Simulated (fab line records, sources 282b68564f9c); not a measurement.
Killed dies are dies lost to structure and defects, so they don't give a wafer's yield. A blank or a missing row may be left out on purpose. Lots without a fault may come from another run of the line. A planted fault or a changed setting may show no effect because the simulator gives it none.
fab line records | flow rit_cmos
record lots=14 wafers=42 last_day=7
route steps=202 shown GATE@84 M1@202
lots that met no fault: from a run of the same line without faults
start_h: hours from the record's first day to the start of the lot's first wafer shown | wait_h: hours since the lot's step before | " the same as in the row above | L1.1+2: a row that stands for several wafers | - no value, or no start given | * or withheld: withheld | < > ~ a bound
route shown NAME@n: a module of which the file shows steps, and the number in the route of the first | usual: mean/standard deviation of fault-free wafers | same: alike in all rows | chamber/n: place in a boat | sites: the reading at each site | _std_site: their standard deviation | _edge_site: outer sites' mean less inner sites' | radius_mm: how far each site lies from the wafer's centre | mask NAME#n: copy n | behind: the tool/chamber that last shaped the wafer | hold: why the lot was held/for how many hours/how that ended | device: the transistor (n, p or np) that didn't switch | end of line: the same wafers' tests at the end of the route | a step without rows: its recipe alone | killed: dies lost to structure and defects at the first sort, not the wafer's yield | map: a wafer's dies, x killed, . not, _ none there
set.NAME: the setting as run; set.NAME@STEP: as run at that earlier step | model.NAME: the simulator's own value behind a step, which no gauge read
steps of the route over a sample of lots; a table a step, a row a wafer
services: from which hour (start_h, from the record's first day; less than 0 if before it) a tool's chamber was out of use, for how many hours, and why
## steps
# step RIT_GATE_CVD_08
# recipe material=poly-Si target_thk_nm=250 temp_c=610 precursor=SiH4 time_s=2220 pressure_mtorr=300 sih4_flow_sccm=100
# usual spike_tc_centre_C=612.2/1 spike_tc_load_C=630.6/1.8 spike_tc_source_C=628.5/2.1 susceptor_temp_C=609.9/0.32
# columns lot.wafer tool chamber start_h wait_h spike_tc_centre_C spike_tc_load_C spike_tc_source_C susceptor_temp_C
L254.1 lpcvd-01 0 42.85 0.1 613.1 630.1 631.3 610.3
L254.3 " 0 " " 611.3 628.8 630.9 609.9
L254.6 " 0 " " 612.6 627.8 631.8 609.8
L255.1 lpcvd-01 0 48.76 0.1 613.0 627.7 631.2 610.3
L255.3 " 0 " " 611.5 628.6 630.4 610.2
L255.6 " 0 " " 614.3 627.6 630.4 610.7
L256.2 lpcvd-01 0 48.76 0.0 612.2 627.9 630.3 610.0
L256.5 " 0 " " 610.1 629.4 629.5 609.9
L256.6 " 0 " " 612.3 627.3 629.5 609.9
L257.4 lpcvd-01 1 56.07 0.0 611.6 631.9 627.8 610.7
L257.5 " 1 " " 611.4 631.2 626.5 610.3
L257.6 " 1 " " 612.9 633.7 626.5 610.5
L258.1 lpcvd-01 1 56.07 0.1 611.3 632.2 627.4 609.5
L258.5 " 1 " " 612.0 630.4 625.8 609.8
L258.6 " 1 " " 611.9 632.6 626.8 609.9
L259.1 lpcvd-01 1 60.06 0.1 611.8 632.1 627.5 609.9
L259.3 " 1 " " 612.1 631.5 626.8 609.9
L259.6 " 1 " " 611.9 633.0 625.0 609.7
L260.1 lpcvd-01 0 69.11 0.1 613.1 628.8 630.2 610.1
L260.3 " 0 " " 613.1 629.3 630.1 609.9
L260.5 " 0 " " 614.0 630.1 631.1 610.1
L261.4 lpcvd-01 1 72.64 0.2 612.1 631.4 627.4 610.4
L261.5 " 1 " " 613.0 632.6 627.1 610.7
L261.6 " 1 " " 612.8 632.0 627.6 610.8
L262.1 lpcvd-01 0 76.02 0.1 613.0 630.2 631.4 610.1
L262.4 " 0 " " 613.1 628.8 631.0 610.0
L262.6 " 0 " " 611.6 628.5 629.9 609.9
L263.1 lpcvd-01 1 84.46 0.1 627.8 645.9 641.9 624.7
L263.4 " 1 " " 625.7 647.1 641.9 624.4
L263.6 " 1 " " 625.9 646.4 642.3 624.8
L264.2 lpcvd-01 1 88.51 0.7 626.3 647.4 642.3 624.3
L264.4 " 1 " " 627.1 647.6 641.3 624.9
L264.6 " 1 " " 626.6 648.4 640.2 624.4
L270.2 lpcvd-02 0 119.38 0.0 612.8 629.5 626.8 610.1
L270.5 " 0 " " 612.7 629.6 628.0 610.1
L270.6 " 0 " " 612.9 628.7 627.6 609.7
L273.1 lpcvd-02 1 131.50 0.1 609.1 632.8 630.2 609.8
L273.2 " 1 " " 611.6 630.8 630.4 609.7
L273.4 " 1 " " 611.7 634.2 632.9 609.8
L277.1 lpcvd-01 1 153.51 0.1 610.5 632.7 627.3 610.2
L277.4 " 1 " " 613.0 632.3 625.5 610.7
L277.6 " 1 " " 612.7 631.9 625.9 609.9
# step RIT_GATE_THK_MEAS_09
# recipe reads=poly-Si_of_GATE_CVD_08
# usual GATE_POLY_THK=249.9/2.3
# columns lot.wafer tool chamber start_h wait_h GATE_POLY_THK[nm]
L254.1 film_metro-02 - 44.47 0.0 247.9
L254.3 " - " " 250.4
L254.6 " - " " 248.6
L255.1 film_metro-01 - 50.38 0.0 246.9
L255.3 " - " " 247.6
L255.6 " - " " 251.1
L256.2 film_metro-02 - 50.39 0.0 246.4
L256.5 " - " " 246.7
L256.6 " - " " 245.0
L258.1 film_metro-02 - 57.68 0.0 252.2
L258.5 " - " " 251.5
L258.6 " - " " 253.2
L257.4 film_metro-01 - 57.71 0.0 251.8
L257.5 " - " " 252.7
L257.6 " - " " 251.4
L259.1 film_metro-01 - 61.68 0.0 246.3
L259.3 " - " " 246.8
L259.6 " - " " 246.5
L260.1 film_metro-02 - 70.73 0.0 249.3
L260.3 " - " " 248.5
L260.5 " - " " 250.9
L261.4 film_metro-01 - 74.29 0.0 248.1
L261.5 " - " " 248.5
L261.6 " - " " 249.1
L262.1 film_metro-04 - 77.64 0.0 251.7
L262.4 " - " " 249.3
L262.6 " - " " 251.9
L263.1 film_metro-02 - 86.08 0.0 353.4
L263.4 " - " " 353.5
L263.6 " - " " 355.7
L264.2 film_metro-01 - 90.14 0.0 360.8
L264.4 " - " " 357.5
L264.6 " - " " 359.8
L270.2 film_metro-04 - 121.01 0.0 250.6
L270.5 " - " " 250.5
L270.6 " - " " 251.2
L273.1 film_metro-01 - 133.11 0.0 248.3
L273.2 " - " " 247.9
L273.4 " - " " 248.6
L277.1 film_metro-01 - 155.13 0.0 251.2
L277.4 " - " " 252.0
L277.6 " - " " 250.3
# step RIT_GATE_ETCH_19
# recipe chemistry=SF6/CHF3/O2 time_s=168.1 SF6_flow_sccm=30 CHF3_flow_sccm=30 O2_flow_sccm=5 target=poly-Si pressure_mtorr=40 rf_w=160 target_depth_a=3125 over_etch_frac=0.25 stop_on=SiO2
# usual drypump_motor_current_A=5.7/0.42 he_backside_leak_sccm=2.7/0.36 oes_product_au=0.841/0.012 throttle_valve_pct=10.24/0.15
# columns lot.wafer tool chamber start_h wait_h drypump_motor_current_A he_backside_leak_sccm oes_product_au rf_hours_counter_h throttle_valve_pct
L254.1 rie_si-02 1 46.10 0.1 5.4 2.3 0.824 60 10.46
L254.3 " 0 " " 5.1 2.9 0.824 110 10.39
L254.6 " 3 " " 5.9 2.4 0.833 - 10.03
L255.1 rie_si-01 2 51.64 0.1 5.7 3.7 0.850 162 10.47
L255.3 " 0 " " 5.7 2.7 0.859 99 10.11
L255.6 " 2 " " 5.7 3.8 0.865 - 10.47
L256.2 rie_si-02 2 51.89 0.1 6.1 2.8 0.836 68 10.17
L256.5 " 3 " " 5.8 2.5 0.832 - 10.02
L256.6 " 2 " " 6.2 2.9 0.832 - 10.17
L257.4 rie_si-01 0 59.20 0.1 5.7 2.6 0.865 - 10.11
L257.5 " 1 " " 6.2 2.3 0.837 - 10.18
L257.6 " 3 " " 5.1 3.1 0.847 - 10.28
L258.1 rie_si-02 2 59.36 0.1 6.1 2.8 0.851 68 10.18
L258.5 " 1 " " 5.4 2.2 0.829 - 10.47
L258.6 " 0 " " 5.1 3.0 0.838 - 10.42
L259.1 rie_si-01 1 63.14 0.1 6.3 2.2 0.836 24 10.18
L259.3 " 3 " " 5.1 3.0 0.837 - 10.28
L259.6 " 3 " " 5.1 3.0 0.835 - 10.27
L260.1 rie_si-02 1 71.94 0.1 5.4 2.4 0.839 60 10.47
L260.3 " 0 " " 5.1 3.0 0.817 110 10.41
L260.5 " 3 " " 5.8 2.5 0.840 - 10.02
L261.4 rie_si-01 1 75.60 0.1 6.2 2.0 0.837 - 10.17
L261.5 " 3 " " 5.1 3.1 0.835 - 10.28
L261.6 " 0 " " 5.7 2.6 0.861 - 10.12
L262.1 rie_si-02 2 78.86 0.1 6.1 2.8 0.850 68 10.17
L262.4 " 1 " " 5.4 2.2 0.825 60 10.48
L262.6 " 3 " " 5.9 2.5 0.843 - 10.03
L263.1 rie_si-01 1 87.42 0.1 6.3 2.2 0.981 25 10.20
L263.4 " 0 " " 5.7 2.5 1.016 99 10.13
L263.6 " 2 " " 5.7 3.3 1.002 - 10.47
L264.2 rie_si-02 1 91.48 0.1 5.4 2.3 0.977 60 10.48
L264.4 " 2 " " 6.1 2.7 0.995 68 10.17
L264.6 " 3 " " 5.9 2.5 0.979 - 10.04
L270.2 rie_si-02 3 122.50 0.1 5.8 2.4 0.843 118 10.03
L270.5 " 3 " " 5.9 2.5 0.838 - 10.03
L270.6 " 2 " " 6.1 3.0 0.843 - 10.18
L273.1 rie_si-01 0 134.45 0.1 5.7 2.6 0.851 99 10.12
L273.2 " 3 " " 5.1 3.0 0.841 41 10.28
L273.4 " 1 " " 6.3 2.2 0.843 - 10.17
L277.1 rie_si-02 0 156.47 0.1 5.1 3.0 0.825 110 10.40
L277.4 " 3 " " 5.9 2.4 0.844 - 10.04
L277.6 " 0 " " 5.1 2.9 0.819 - 10.41
# step RIT_M1_PROBE_99
# usual killed_at_M0_to_M3=0.0/0.083 killed_at_contacts=0.1/0.27 killed_at_front_end=7/3.3 killed_dies=7/3.3 killed_on_rim=2.0/1.5 killed_open=3.5/2 killed_short=3.8/2.2
# same gross_dies=264 killed_at_M4_up=0 killed_at_back_side=0 killed_at_other=0
# columns lot.wafer tool chamber start_h wait_h killed_at_M0_to_M3 killed_at_contacts killed_at_front_end killed_dies killed_on_rim killed_open killed_short
L254.1 prober-01 - 67.89 0.1 0 0 1 1 0 0 1
L254.3 prober-01 - 67.99 0.2 0 0 3 3 0 1 2
L254.6 prober-01 - 68.14 0.2 0 0 6 6 0 3 3
L263.1 prober-01 - 107.58 0.1 0 0 264 264 70 4 5
L263.4 prober-01 - 107.73 0.2 0 0 264 264 70 4 2
L263.6 prober-01 - 107.83 0.2 0 0 264 264 70 2 4
L264.2 prober-02 - 112.31 0.1 0 0 264 264 70 7 6
L264.4 prober-02 - 112.41 0.2 1 0 263 264 70 3 4
L264.6 prober-02 - 112.51 0.2 0 0 264 264 70 4 4
L270.2 prober-02 - 143.59 0.1 0 0 7 7 3 4 3
L270.5 prober-02 - 143.74 0.2 0 1 9 10 1 4 6
L270.6 prober-02 - 143.79 0.2 0 0 5 5 1 3 2
L273.1 prober-01 - 154.67 0.1 0 0 6 6 3 3 3
L273.2 prober-01 - 154.72 0.1 0 0 4 4 2 4 0
L273.4 prober-01 - 154.82 0.2 0 0 5 5 1 3 2
# killed by level:class
L254.1 SPACER:geometric_particle:short=1
L254.3 FOX2:geometric_particle:short=1 SPACER:geometric_particle:short=1 SILICIDE:geometric_particle:open=1
L254.6 FOX1:geometric_particle:open=2 FOX2:geometric_particle:short=2 FOX2:geometric_particle:open=1 SILICIDE:geometric_particle:short=1
L263.1 GATE:area_etch=255 SPACER:geometric_particle:short=3 FOX1:geometric_particle:short=1 FOX2:geometric_particle:open=1 GATE:geometric_particle:short=1 GATE:geometric_particle:open=1 REOX:geometric_particle:open=1 SILICIDE:geometric_particle:open=1
L263.4 GATE:area_etch=258 GATE:geometric_particle:open=2 FOX1:geometric_particle:short=1 GATE:geometric_particle:short=1 REOX:geometric_particle:open=1 SPACER:geometric_particle:open=1
L263.6 GATE:area_etch=258 FOX1:geometric_particle:short=2 GATE:geometric_particle:short=2 GATE:geometric_particle:open=1 SPACER:geometric_particle:open=1
L264.2 GATE:area_etch=251 FOX1:geometric_particle:open=5 REOX:geometric_particle:short=3 FOX1:geometric_particle:short=1 GATE:geometric_particle:short=1 GATE:geometric_particle:open=1 SPACER:geometric_particle:short=1 SILICIDE:geometric_particle:open=1
L264.4 GATE:area_etch=257 GATE:geometric_particle:open=2 FOX1:geometric_particle:short=1 GATE:geometric_particle:short=1 REOX:geometric_particle:short=1 REOX:geometric_particle:open=1 M1:geometric_particle:short=1
L264.6 GATE:area_etch=256 FOX2:geometric_particle:open=2 GATE:geometric_particle:short=2 SILICIDE:geometric_particle:short=2 GATE:geometric_particle:open=1 SPACER:geometric_particle:open=1
L270.2 GATE:geometric_particle:open=2 GATE:geometric_particle:short=1 SPACER:geometric_particle:open=1 SPACER:geometric_particle:short=1 SILICIDE:geometric_particle:short=1 SILICIDE:geometric_particle:open=1
L270.5 GATE:geometric_particle:short=3 GATE:geometric_particle:open=2 FOX1:geometric_particle:short=1 FOX2:geometric_particle:open=1 FOX2:geometric_particle:short=1 SPACER:geometric_particle:short=1 CONTACT:geometric_particle:open=1
L270.6 GATE:geometric_particle:open=2 GATE:geometric_particle:short=1 SILICIDE:geometric_particle:open=1 SILICIDE:geometric_particle:short=1
L273.1 SPACER:geometric_particle:short=2 FOX1:geometric_particle:open=1 GATE:geometric_particle:short=1 SPACER:geometric_particle:open=1 SILICIDE:geometric_particle:open=1
L273.2 GATE:geometric_particle:open=3 FOX2:geometric_particle:open=1
L273.4 GATE:geometric_particle:open=2 FOX1:geometric_particle:open=1 REOX:geometric_particle:short=1 SPACER:geometric_particle:short=1
## services
# columns tool chamber start_h hours kind
lpcvd-01 - 31.60 0.7 repair
rie_si-01 1 32.45 21.4 repair
rie_si-01 2 57.26 - clean
rie_si-01 2 57.26 23.1 scheduled_down
rie_si-01 2 57.26 23.1 vent_cycle
rie_si-01 0 59.27 6.9 repair
rie_si-02 - 62.73 0.3 repair
rie_si-01 2 130.34 5.8 repair
rie_si-01 - 141.44 2.7 repair
lpcvd-02 - 147.55 0.8 pm
rie_si-02 1 155.34 23.4 repair
## key
first_sign step=RIT_GATE_CVD_08 reading=susceptor_temp_C direction=up sigmas=45 usual=* struck=*
effect step=RIT_GATE_CVD_08 reading=spike_tc_centre_C direction=up sigmas=14 usual=612.2 struck=626.6
effect step=RIT_GATE_THK_MEAS_09 reading=GATE_POLY_THK direction=up sigmas=46 usual=249.9 struck=356.8
effect step=RIT_GATE_ETCH_19 reading=oes_product_au direction=up sigmas=12 usual=0.841 struck=0.992
effect step=RIT_M1_PROBE_99 reading=killed_at_front_end direction=up sigmas=77 usual=7 struck=264
more_kills_born_at RIT_GATE_ETCH_19@rie_si-01=771 RIT_GATE_ETCH_19@rie_si-02=764
met_at RIT_GATE_CVD_08
struck_lots L263,L264
struck_wafers L263.1,L263.4,L263.6,L264.2,L264.4,L264.6
later_rows_left_out L263.1,L263.4,L263.6,L264.2,L264.4,L264.6
tester_left_out L263,L264
onset_between 72.64 84.46
fault kind=process_parameter_drift tool=lpcvd-01 chamber=1 onset_h=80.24 steps=RIT_GATE_CVD_08 channel=temp_c offset=* shape=step end_h=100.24 acts_in=* stated=*
# tester_left_out: of these lots the tester's yield and bins aren't shown, on N5 and GAA mostly nor the transistor test; their killed dies are dies lost to structure and defects alone, not to doping, threshold or leakage, so they don't give the yield
# later_rows_left_out: the simulator's readings of these wafers behind a module that went badly wrong aren't trusted and aren't shown, but for the sort
